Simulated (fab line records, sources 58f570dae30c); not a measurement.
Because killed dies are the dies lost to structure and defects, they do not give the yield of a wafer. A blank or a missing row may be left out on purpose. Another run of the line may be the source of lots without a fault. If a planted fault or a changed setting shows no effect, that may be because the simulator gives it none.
Which tool did it? + flow berkeley cmos170 + route of 331 steps, sampled at 1 step: 14 lots, 42 wafers

WHAT EACH GAUGE READ, for each wafer
No reading from a measuring or inspecting step in the record can be judged against a usual standard deviation.

TOOL THAT RAN EACH LOT (tool first, then ch and the chambers of the sampled wafers, then the start)
| lot  | UCB170_PLDD_IMPLANT_09          |
|------|---------------------------------|
| L352 | implanter-04 ch 0, day 6 20:24  |
| L353 | implanter-01 ch 0, day 6 20:34  |
| L354 | implanter-03 ch 0, day 7 06:18  |
| L358 | implanter-01 ch 0, day 7 18:34  |
| L361 | implanter-01 ch 0, day 8 18:26  |
| L362 | implanter-04 ch 0, day 8 18:31  |
| L364 | implanter-03 ch 0, day 8 18:41  |
| L366 | implanter-04 ch 0, day 9 07:29  |
| L369 | implanter-03 ch 0, day 9 10:28  |
| L367 | implanter-04 ch 0, day 9 10:36  |
| L368 | implanter-01 ch 0, day 9 10:46  |
| L371 | implanter-03 ch 0, day 10 04:03 |
| L374 | implanter-01 ch 0, day 10 11:37 |
| L372 | implanter-03 ch 0, day 10 11:50 |
- UCB170_PLDD_IMPLANT_09

WHAT THE TOOLS THEMSELVES READ (means of the sampled wafers that have a number; where no wafer has one, the mark that the record gives instead)
UCB170_PLDD_IMPLANT_09. Usual: tilt deg 7.000 degrees, standard deviation 0.019.
| lot  | tool         | tilt deg (degrees) | flag |
|------|--------------|--------------------|------|
| L352 | implanter-04 | 7.002              |      |
| L353 | implanter-01 | 6.988              |      |
| L354 | implanter-03 | 6.995              |      |
| L358 | implanter-01 | 7.008              |      |
| L361 | implanter-01 | 6.973              |      |
| L362 | implanter-04 | 7.012              |      |
| L364 | implanter-03 | 7.025              |      |
| L366 | implanter-04 | 6.457              | OFF  |
| L369 | implanter-03 | 7.023              |      |
| L367 | implanter-04 | 6.485              | OFF  |
| L368 | implanter-01 | 7.023              |      |
| L371 | implanter-03 | 6.994              |      |
| L374 | implanter-01 | 6.995              |      |
| L372 | implanter-03 | 6.990              |      |

THE ANSWER, worked out from the rows above alone
Rule: lot off if the mean of its wafers having a number is beyond 3 standard deviations from the usual mean. Also off: a lot with no number at a reading for which 4 or more lots have one. Where the step has rows for the other lots, those lots are counted as sound. The gauges are gone through in route order, then the tools' own readings, and for those a lot's mean is taken as printed above. The first step at which some lot is off is used, and at that step the reading that is off furthest; a lot without a number counts as furthest.
Off: L366, L367 (UCB170_PLDD_IMPLANT_09, tilt deg).
A tool fits if, at that step or a process step before it, it ran every lot that is off, and no sound lot after the first of them. One fits: implanter-04 at UCB170_PLDD_IMPLANT_09. A fault onset in the window from L362 (day 8 18:31, its last sound lot) to L366 (day 9 07:29, its first lot off) fits.
The tool's own readings at UCB170_PLDD_IMPLANT_09 bear it out: on the lots that are off they differ by more than 5 times the standard deviation of the sound lots' means. tilt deg reads 6.471 degrees there against 7.002 degrees on the sound lots.

WHAT THE SIMULATOR PUT IN
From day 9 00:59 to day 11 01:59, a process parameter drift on implanter-04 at UCB170_PLDD_IMPLANT_09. Setting tilt deg, moved by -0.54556, from 7. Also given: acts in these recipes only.
Struck lots among those shown: L366, L367. This agrees with what the rule above found.
